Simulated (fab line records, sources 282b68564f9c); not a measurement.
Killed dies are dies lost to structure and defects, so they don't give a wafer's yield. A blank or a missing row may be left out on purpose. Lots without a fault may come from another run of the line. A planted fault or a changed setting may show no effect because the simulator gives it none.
fab line records | flow rit_cmos
record lots=14 wafers=42 last_day=7
route steps=202 shown GATE@91 M1@202
lots that met no fault: from a run of the same line without faults
start_h: hours from the record's first day to the start of the lot's first wafer shown | wait_h: hours since the lot's step before | " the same as in the row above | L1.1+2: a row that stands for several wafers | - no value, or no start given | * or withheld: withheld | < > ~ a bound
route shown NAME@n: a module of which the file shows steps, and the number in the route of the first | usual: mean/standard deviation of fault-free wafers | same: alike in all rows | chamber/n: place in a boat | sites: the reading at each site | _std_site: their standard deviation | _edge_site: outer sites' mean less inner sites' | radius_mm: how far each site lies from the wafer's centre | mask NAME#n: copy n | behind: the tool/chamber that last shaped the wafer | hold: why the lot was held/for how many hours/how that ended | device: the transistor (n, p or np) that didn't switch | end of line: the same wafers' tests at the end of the route | a step without rows: its recipe alone | killed: dies lost to structure and defects at the first sort, not the wafer's yield | map: a wafer's dies, x killed, . not, _ none there
set.NAME: the setting as run; set.NAME@STEP: as run at that earlier step | model.NAME: the simulator's own value behind a step, which no gauge read
steps of the route over a sample of lots; a table a step, a row a wafer
## steps
# step RIT_GATE_DEVELOP_15
# recipe resist=NOVOLAK develop_time_s=50 dev_temp_c=23
# columns lot.wafer tool chamber start_h wait_h
L449.2+5+6 litho_track-04 0 38 -
L450.3+4+6 litho_track-04 0 46 -
L452.3+4+5 litho_track-04 0 52 -
L453.3+4+5 litho_track-04 0 60 -
L454.1+2+3 litho_track-02 0 64 -
L455.2+4+5 litho_track-03 0 71 -
L456.3+5+6 litho_track-02 0 73 -
L458.1+5+6 litho_track-04 0 84 -
L460.3+4+5 litho_track-04 0 97 -
L464.3+4+5 litho_track-02 0 113 -
L469.3+5+6 litho_track-02 0 138 -
L470.1+3+4 litho_track-03 0 144 -
L471.1+2+6 litho_track-02 0 151 -
L472.4+5+6 litho_track-02 0 153 -
# step RIT_M1_PROBE_99
# usual killed_at_M0_to_M3=0.0/0.16 killed_at_contacts=0.0/0.2 killed_at_front_end=7.2/2.5 killed_dies=7.3/2.5 killed_on_rim=2.0/1.4 killed_open=3.8/1.9 killed_short=3.5/1.8
# same gross_dies=264 killed_at_M4_up=0 killed_at_back_side=0 killed_at_other=0
# columns lot.wafer tool chamber start_h wait_h killed_at_M0_to_M3 killed_at_contacts killed_at_front_end killed_dies killed_on_rim killed_open killed_short
L458.1 prober-02 - 105.47 0.1 0 0 264 264 70 4 3
L458.5 prober-02 - 105.67 0.2 0 0 264 264 70 2 1
L458.6 prober-02 - 105.72 0.2 0 0 264 264 70 5 0
L460.3 prober-01 - 118.25 0.2 0 0 263 263 69 4 4
L460.4 prober-01 - 118.30 0.2 0 1 260 261 69 9 5
L460.5 prober-01 - 118.35 0.2 0 0 264 264 70 8 2
# killed by level:class
L458.1 GATE:area_develop=257 SILICIDE:geometric_particle:open=2 FOX1:geometric_particle:short=1 GATE:geometric_particle:open=1 GATE:geometric_particle:short=1 REOX:geometric_particle:open=1 SILICIDE:geometric_particle:short=1
L458.5 GATE:area_develop=261 FOX1:geometric_particle:open=1 REOX:geometric_particle:open=1 REOX:geometric_particle:short=1
L458.6 GATE:area_develop=259 SPACER:geometric_particle:open=2 FOX1:geometric_particle:open=1 GATE:geometric_particle:open=1 SILICIDE:geometric_particle:open=1
L460.3 GATE:area_develop=255 GATE:geometric_particle:open=3 GATE:geometric_particle:short=2 FOX1:geometric_particle:short=1 REOX:geometric_particle:open=1 SILICIDE:geometric_particle:short=1
L460.4 GATE:area_develop=247 FOX1:geometric_particle:open=3 GATE:geometric_particle:open=3 GATE:geometric_particle:short=2 REOX:geometric_particle:short=2 SILICIDE:geometric_particle:open=2 FOX1:geometric_particle:short=1 CONTACT:geometric_particle:open=1
L460.5 GATE:area_develop=254 GATE:geometric_particle:open=4 REOX:geometric_particle:open=2 FOX1:geometric_particle:open=1 FOX2:geometric_particle:open=1 GATE:geometric_particle:short=1 SPACER:geometric_particle:short=1
## key
first_sign step=RIT_M1_PROBE_99 reading=killed_at_front_end direction=up sigmas=99+ usual=7.2 struck=263.2
effect step=RIT_M1_PROBE_99 reading=killed_dies direction=up sigmas=99+ usual=7.3 struck=263.3
more_kills_born_at RIT_GATE_DEVELOP_15@litho_track-04=1534
met_at RIT_GATE_DEVELOP_15
struck_lots L458,L460
later_rows_left_out L458.1,L458.5,L458.6,L460.3,L460.4,L460.5
tester_left_out L458,L460
loop_trim step=RIT_GATE_EXPOSE_13 setting=dose lots=L460
onset_between 60 84
fault kind=process_parameter_drift tool=litho_track-04 chamber=- onset_h=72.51 steps=RIT_GATE_DEVELOP_15 channel=develop_time_s offset=* shape=step end_h=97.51 acts_in=* stated=*
# tester_left_out: of these lots the tester's yield and bins aren't shown, on N5 and GAA mostly nor the transistor test; their killed dies are dies lost to structure and defects alone, not to doping, threshold or leakage, so they don't give the yield
# later_rows_left_out: the simulator's readings of these wafers behind a module that went badly wrong aren't trusted and aren't shown, but for the sort
# loop_trim: a control loop set the setting to another value than it would have without faults
